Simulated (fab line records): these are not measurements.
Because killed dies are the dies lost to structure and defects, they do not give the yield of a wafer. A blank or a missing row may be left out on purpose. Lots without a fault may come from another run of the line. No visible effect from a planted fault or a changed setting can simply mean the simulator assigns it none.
The tool behind it: which one? / flow berkeley cmos170 / Sampling: 14 lots, 42 wafers, 5 of 331 route steps

WHAT THE GAUGES READ, wafer by wafer
UCB170_NSD_CD_MEAS_06 targets a cd of 1200 nm.
lot=L359; measured=day 7 06:17; on=cd sem-02; cd nm (nm)=1199.2 1199.4 1199.5
lot=L358; measured=day 7 06:56; on=cd sem-02; cd nm (nm)=1200.9 1201.5 1201.6
lot=L360; measured=day 7 19:23; on=cd sem-02; cd nm (nm)=1200.2 1198.8 1201.6
lot=L362; measured=day 8 03:09; on=cd sem-01; cd nm (nm)=1201.3 1200.3 1199.8
lot=L365; measured=day 9 03:26; on=cd sem-01; cd nm (nm)=1200.3 1201.1 1200.9
lot=L368; measured=day 9 12:37; on=cd sem-01; cd nm (nm)=1198.4 1198.9 1198.6
lot=L367; measured=day 9 12:55; on=cd sem-02; cd nm (nm)=1201.1 1201.9 1202.3
lot=L369; measured=day 9 18:59; on=cd sem-01; cd nm (nm)=1199.0 1200.4 1200.0
lot=L372; measured=day 10 04:41; on=cd sem-01; cd nm (nm)=1199.2 1198.9 1197.2
lot=L371; measured=day 10 04:43; on=cd sem-02; cd nm (nm)=1201.6 1201.5 1202.4
lot=L375; measured=day 11 06:38; on=cd sem-02; cd nm (nm)=1200.2 1198.9 1198.4
lot=L376; measured=day 11 07:06; on=cd sem-02; cd nm (nm)=1201.1 1200.8 1202.0
lot=L378; measured=day 11 11:31; on=cd sem-01; cd nm (nm)=1198.5 1199.4 1199.4
lot=L377; measured=day 11 16:55; on=cd sem-01; cd nm (nm)=1201.2 1200.6 1201.0

UCB170_NSD_OVL_MEAS_07.
lot=L359; measured=day 7 06:25; on=overlay-01; NSD_OVL (nm)=-7 -4 -7
lot=L358; measured=day 7 07:01; on=overlay-02; NSD_OVL (nm)=10 5 4
lot=L360; measured=day 7 19:30; on=overlay-01; NSD_OVL (nm)=6 -2 3
lot=L362; measured=day 8 03:16; on=overlay-01; NSD_OVL (nm)=-4 -1 -3
lot=L365; measured=day 9 03:33; on=overlay-01; NSD_OVL (nm)=10 -3 6
lot=L368; measured=day 9 12:44; on=overlay-02; NSD_OVL (nm)=-1 3 2
lot=L367; measured=day 9 13:02; on=overlay-02; NSD_OVL (nm)=7 10 13
lot=L369; measured=day 9 19:05; on=overlay-02; NSD_OVL (nm)=-9 -12 -5
lot=L372; measured=day 10 04:46; on=overlay-01; NSD_OVL (nm)=3 6 -4
lot=L371; measured=day 10 04:50; on=overlay-02; NSD_OVL (nm)=7 -3 5
lot=L375; measured=day 11 06:46; on=overlay-02; NSD_OVL (nm)=14 7 9
lot=L376; measured=day 11 07:11; on=overlay-01; NSD_OVL (nm)=-2 2 -1
lot=L378; measured=day 11 11:38; on=overlay-01; NSD_OVL (nm)=-1 8 7
lot=L377; measured=day 11 17:02; on=overlay-02; NSD_OVL (nm)=-8 3 -4

TOOL THAT RAN EACH LOT (tool first, then ch and the chambers of the sampled wafers, then the start)
lot=L359; UCB170_NLDD_STRIP_10=plasma asher-02 ch 0,1, day 6 20:20; UCB170_PSD_COAT_01=litho track-01 ch 0, day 7 02:55; UCB170_PSD_STRIP_09=plasma asher-03 ch 0,1, day 7 04:11
lot=L358; UCB170_NLDD_STRIP_10=plasma asher-04 ch 0,1, day 6 20:39; UCB170_PSD_COAT_01=litho track-03 ch 0, day 7 02:58; UCB170_PSD_STRIP_09=plasma asher-04 ch 0,1, day 7 04:23
lot=L360; UCB170_NLDD_STRIP_10=plasma asher-03 ch 0,1, day 7 10:44; UCB170_PSD_COAT_01=litho track-02 ch 0, day 7 17:02; UCB170_PSD_STRIP_09=plasma asher-03 ch 0,1, day 7 18:05
lot=L362; UCB170_NLDD_STRIP_10=plasma asher-04 ch 0,1, day 7 19:34; UCB170_PSD_COAT_01=litho track-03 ch 0, day 8 00:50; UCB170_PSD_STRIP_09=plasma asher-01 ch 0,1, day 8 01:52
lot=L365; UCB170_NLDD_STRIP_10=plasma asher-04 ch 0,1, day 8 16:47; UCB170_PSD_COAT_01=litho track-03 ch 0, day 9 00:22; UCB170_PSD_STRIP_09=plasma asher-04 ch 0,1, day 9 01:33
lot=L368; UCB170_NLDD_STRIP_10=plasma asher-04 ch 0,1, day 9 04:20; UCB170_PSD_COAT_01=litho track-03 ch 0, day 9 10:20; UCB170_PSD_STRIP_09=plasma asher-01 ch 0,1, day 9 11:26
lot=L367; UCB170_NLDD_STRIP_10=plasma asher-04 ch 1, day 9 04:41; UCB170_PSD_COAT_01=litho track-01 ch 0, day 9 10:20; UCB170_PSD_STRIP_09=plasma asher-04 ch 0,1, day 9 11:32
lot=L369; UCB170_NLDD_STRIP_10=plasma asher-04 ch 0,1, day 9 10:14; UCB170_PSD_COAT_01=litho track-02 ch 0, day 9 16:32; UCB170_PSD_STRIP_09=plasma asher-04 ch 0,1, day 9 17:38
lot=L372; UCB170_NLDD_STRIP_10=plasma asher-02 ch 0,1, day 9 19:02; UCB170_PSD_COAT_01=litho track-02 ch 0, day 10 00:28; UCB170_PSD_STRIP_09=plasma asher-03 ch 0,1, day 10 02:00
lot=L371; UCB170_NLDD_STRIP_10=plasma asher-03 ch 0,1, day 9 19:15; UCB170_PSD_COAT_01=litho track-03 ch 0, day 10 00:38; UCB170_PSD_STRIP_09=plasma asher-03 ch 0,1, day 10 02:17
lot=L375; UCB170_NLDD_STRIP_10=plasma asher-04 ch 0,1, day 10 22:28; UCB170_PSD_COAT_01=litho track-02 ch 0, day 11 03:08; UCB170_PSD_STRIP_09=plasma asher-04 ch 0,1, day 11 04:08
lot=L376; UCB170_NLDD_STRIP_10=plasma asher-04 ch 0,1, day 10 22:47; UCB170_PSD_COAT_01=litho track-01 ch 0, day 11 03:15; UCB170_PSD_STRIP_09=plasma asher-01 ch 0,1, day 11 04:25
lot=L378; UCB170_NLDD_STRIP_10=plasma asher-02 ch 0,1, day 11 02:47; UCB170_PSD_COAT_01=litho track-03 ch 0, day 11 08:35; UCB170_PSD_STRIP_09=plasma asher-01 ch 0,1, day 11 10:13
lot=L377; UCB170_NLDD_STRIP_10=plasma asher-03 ch 0,1, day 11 08:20; UCB170_PSD_COAT_01=litho track-02 ch 0, day 11 14:18; UCB170_PSD_STRIP_09=plasma asher-01 ch 0,1, day 11 15:31
- UCB170_NLDD_STRIP_10: strips in O2.
- UCB170_PSD_COAT_01: resist thk 900 nm.
- UCB170_PSD_STRIP_09: strips in O2.

AS READ BY THE TOOLS THEMSELVES (means over the sampled wafers that have a number; for cases with no such wafer, the mark the record gives instead)
UCB170_NLDD_STRIP_10.
lot=L359; tool=plasma asher-02; drypump motor current A (A)=5.7; oes product au (a.u.)=0.734; strip time to endpoint s (s)=21.59
lot=L358; tool=plasma asher-04; drypump motor current A (A)=5.7; oes product au (a.u.)=0.730; strip time to endpoint s (s)=21.63
lot=L360; tool=plasma asher-03; drypump motor current A (A)=6.0; oes product au (a.u.)=0.734; strip time to endpoint s (s)=21.57
lot=L362; tool=plasma asher-04; drypump motor current A (A)=6.0; oes product au (a.u.)=0.737; strip time to endpoint s (s)=21.58
lot=L365; tool=plasma asher-04; drypump motor current A (A)=5.7; oes product au (a.u.)=0.735; strip time to endpoint s (s)=21.57
lot=L368; tool=plasma asher-04; drypump motor current A (A)=6.0; oes product au (a.u.)=0.739; strip time to endpoint s (s)=21.61
lot=L367; tool=plasma asher-04; drypump motor current A (A)=6.4; oes product au (a.u.)=0.734; strip time to endpoint s (s)=21.62
lot=L369; tool=plasma asher-04; drypump motor current A (A)=6.0; oes product au (a.u.)=0.733; strip time to endpoint s (s)=21.61
lot=L372; tool=plasma asher-02; drypump motor current A (A)=5.7; oes product au (a.u.)=0.731; strip time to endpoint s (s)=21.68
lot=L371; tool=plasma asher-03; drypump motor current A (A)=6.0; oes product au (a.u.)=0.736; strip time to endpoint s (s)=21.70
lot=L375; tool=plasma asher-04; drypump motor current A (A)=5.7; oes product au (a.u.)=0.732; strip time to endpoint s (s)=21.69
lot=L376; tool=plasma asher-04; drypump motor current A (A)=6.1; oes product au (a.u.)=0.740; strip time to endpoint s (s)=21.71
lot=L378; tool=plasma asher-02; drypump motor current A (A)=5.6; oes product au (a.u.)=0.736; strip time to endpoint s (s)=21.73
lot=L377; tool=plasma asher-03; drypump motor current A (A)=5.8; oes product au (a.u.)=0.736; strip time to endpoint s (s)=21.64

UCB170_PSD_COAT_01.
lot=L359; tool=litho track-01; spin speed rpm (rpm)=1501.6
lot=L358; tool=litho track-03; spin speed rpm (rpm)=1501.5
lot=L360; tool=litho track-02; spin speed rpm (rpm)=1500.1
lot=L362; tool=litho track-03; spin speed rpm (rpm)=1499.9
lot=L365; tool=litho track-03; spin speed rpm (rpm)=1499.8
lot=L368; tool=litho track-03; spin speed rpm (rpm)=1500.4
lot=L367; tool=litho track-01; spin speed rpm (rpm)=1498.6
lot=L369; tool=litho track-02; spin speed rpm (rpm)=1500.9
lot=L372; tool=litho track-02; spin speed rpm (rpm)=1500.4
lot=L371; tool=litho track-03; spin speed rpm (rpm)=1499.6
lot=L375; tool=litho track-02; spin speed rpm (rpm)=1500.5
lot=L376; tool=litho track-01; spin speed rpm (rpm)=1500.5
lot=L378; tool=litho track-03; spin speed rpm (rpm)=1498.5
lot=L377; tool=litho track-02; spin speed rpm (rpm)=1500.5

UCB170_PSD_STRIP_09.
lot=L359; tool=plasma asher-03; drypump motor current A (A)=6.0; oes product au (a.u.)=0.602; strip time to endpoint s (s)=29.40
lot=L358; tool=plasma asher-04; drypump motor current A (A)=6.0; oes product au (a.u.)=0.597; strip time to endpoint s (s)=29.54
lot=L360; tool=plasma asher-03; drypump motor current A (A)=6.0; oes product au (a.u.)=0.601; strip time to endpoint s (s)=29.47
lot=L362; tool=plasma asher-01; drypump motor current A (A)=6.2; oes product au (a.u.)=0.602; strip time to endpoint s (s)=29.42
lot=L365; tool=plasma asher-04; drypump motor current A (A)=6.1; oes product au (a.u.)=0.604; strip time to endpoint s (s)=29.41
lot=L368; tool=plasma asher-01; drypump motor current A (A)=6.2; oes product au (a.u.)=0.595; strip time to endpoint s (s)=29.49
lot=L367; tool=plasma asher-04; drypump motor current A (A)=6.0; oes product au (a.u.)=0.601; strip time to endpoint s (s)=29.27
lot=L369; tool=plasma asher-04; drypump motor current A (A)=5.7; oes product au (a.u.)=0.598; strip time to endpoint s (s)=29.47
lot=L372; tool=plasma asher-03; drypump motor current A (A)=6.0; oes product au (a.u.)=0.605; strip time to endpoint s (s)=29.45
lot=L371; tool=plasma asher-03; drypump motor current A (A)=6.0; oes product au (a.u.)=0.601; strip time to endpoint s (s)=29.46
lot=L375; tool=plasma asher-04; drypump motor current A (A)=6.0; oes product au (a.u.)=0.597; strip time to endpoint s (s)=28.28
lot=L376; tool=plasma asher-01; drypump motor current A (A)=6.2; oes product au (a.u.)=0.604; strip time to endpoint s (s)=29.49
lot=L378; tool=plasma asher-01; drypump motor current A (A)=6.2; oes product au (a.u.)=0.599; strip time to endpoint s (s)=29.29
lot=L377; tool=plasma asher-01; drypump motor current A (A)=6.2; oes product au (a.u.)=0.595; strip time to endpoint s (s)=28.27

THE ANSWER, worked out from the rows above alone
Rule: usual is defined by the lots themselves. The widest of any qualifying gaps counts: lots, ordered by their means at a reading, are off when they make up no more than a third of the lots, leave a main group of 4 or more, and stand apart from it by 3 or more times the standard deviation of that group's means. A main group is skipped when, at the precision printed for the reading in the tables above, its means are all equal. A lot without any number at a reading at which 4 lots or more have one is off too. The other lots that the step has rows for count as sound. The gauges are gone through in route order, then the tools' own readings, and for those a lot's mean is taken as printed above. The first step at which some lot is off is used, and at that step the reading that is off furthest; a lot without a number counts as furthest.
Off at UCB170_PSD_STRIP_09 (strip time to endpoint s): L375, L377. The main group has a mean of 29.43 s with a standard deviation of 0.077.
A tool fits if, at that step or a process step before it, it ran every lot that is off, and no sound lot after the first of them. One candidate fits, namely litho track-02 at UCB170_PSD_COAT_01. Its last sound lot is L372 (day 10 00:28), its first lot that is off L375 (day 11 03:08): a fault that began between those two fits.

WHAT THE SIMULATOR HAD INSERTED
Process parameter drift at UCB170_PSD_COAT_01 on litho track-02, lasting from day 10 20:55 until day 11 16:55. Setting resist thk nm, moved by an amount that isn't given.
Shown lots that were struck: L375, L377. This agrees with what the rule above found.
